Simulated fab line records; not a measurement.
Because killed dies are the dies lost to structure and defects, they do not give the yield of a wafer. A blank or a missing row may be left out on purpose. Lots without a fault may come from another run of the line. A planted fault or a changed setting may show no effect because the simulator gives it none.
Comparing a struck lot with a sound one    flow berkeley_cmos170    15 out of 331 route steps
Sound: wafers L938.1, L938.3, L938.5. Wafers struck: L950.1, L950.2, L950.3. At the end, the cause is stated.
At each step with rows: each side's tool, then ch and its chambers, then its first start. Under that, the readings that differ: sound wafers    struck wafers    difference of the means    sigmas: that difference in standard deviations of wafers without a fault.
alike: readings whose means differ by less than 2 such deviations, and words and numbers that are the same on both sides. not compared: withheld readings, readings that some wafer has no value for, bounds like >300 that may hide the same value, and numbers for which the record gives no deviation and whose values overlap.
The two part at a step that has a row with sigmas, a row that says differs or no value, or rows on one side only. Numbers that don't overlap but have no deviation are shown without sigmas and don't part them. A reading missing from all wafers of one side parts the sides only when that side holds two or more wafers.

first, 3 steps without rows for these wafers: UCB170_PSD_EXPOSE_03 (exposes mask PSELECT MOD, target cd 1200 nm); UCB170_PSD_PEB_04; UCB170_PSD_DEVELOP_05 (develop time 45 s).
UCB170_PSD_CD_MEAS_06: target cd 1200 nm.
  struck on cd_sem-02, day 11 11:55; sound on cd_sem-02, day 9 02:29
  alike: cd_nm
UCB170_PSD_OVL_MEAS_07:
  struck on overlay-02, day 11 12:02; sound on overlay-01, day 9 02:36
  alike: PSD_OVL
after that, 1 step had no rows for these wafers: UCB170_PSD_IMPLANT_08.
UCB170_PSD_STRIP_09: strips in O2.
  sound on plasma_asher-03 ch 0,1, day 9 02:47; struck on plasma_asher-02 ch 0,1, day 11 12:14
reading                       sound              struck             difference  sigmas
strip_time_to_endpoint_s (s)  29.39 29.44 29.37  29.33 29.22 29.20  -0.15       -2
  alike: drypump_motor_current_A, oes_product_au
  not compared: rf_hours_counter_h
UCB170_PSD_TW_MEAS_10:
  struck on film_metro-01, day 11 12:20; sound on film_metro-02, day 9 02:53
  alike: PSD_TW
then, 4 steps without rows for these wafers: UCB170_PSD_CLEAN_11 (cleans in SPM, time 600 s); UCB170_NSD_HMDS_00 (prime time 60 s); UCB170_NSD_COAT_01 (resist thk 900 nm); UCB170_NSD_SOFTBAKE_02 (time 60 s).
UCB170_NSD_EXPOSE_03: exposes mask NSELECT MOD, target cd 1200 nm.
  sound on krf_scanner-01 ch 0, day 9 05:41; struck on krf_scanner-01 ch 0, day 11 15:46
reading               sound                 struck                difference  sigmas
exposure_dose_mJ_cm2  30.006 30.009 29.967  29.670 29.716 29.702  -0.298      -11
  alike: mask
after that, 1 step had no rows for these wafers: UCB170_NSD_PEB_04.
UCB170_M3_PROBE_99:
  rows exist in the record for the struck wafers here (prober-02, day 12 20:17), but not for the sound ones

== WHERE THEY PART ==
Earliest at UCB170_PSD_STRIP_09; latest, in this record, at UCB170_M3_PROBE_99.

WHY: the cause the simulator had injected
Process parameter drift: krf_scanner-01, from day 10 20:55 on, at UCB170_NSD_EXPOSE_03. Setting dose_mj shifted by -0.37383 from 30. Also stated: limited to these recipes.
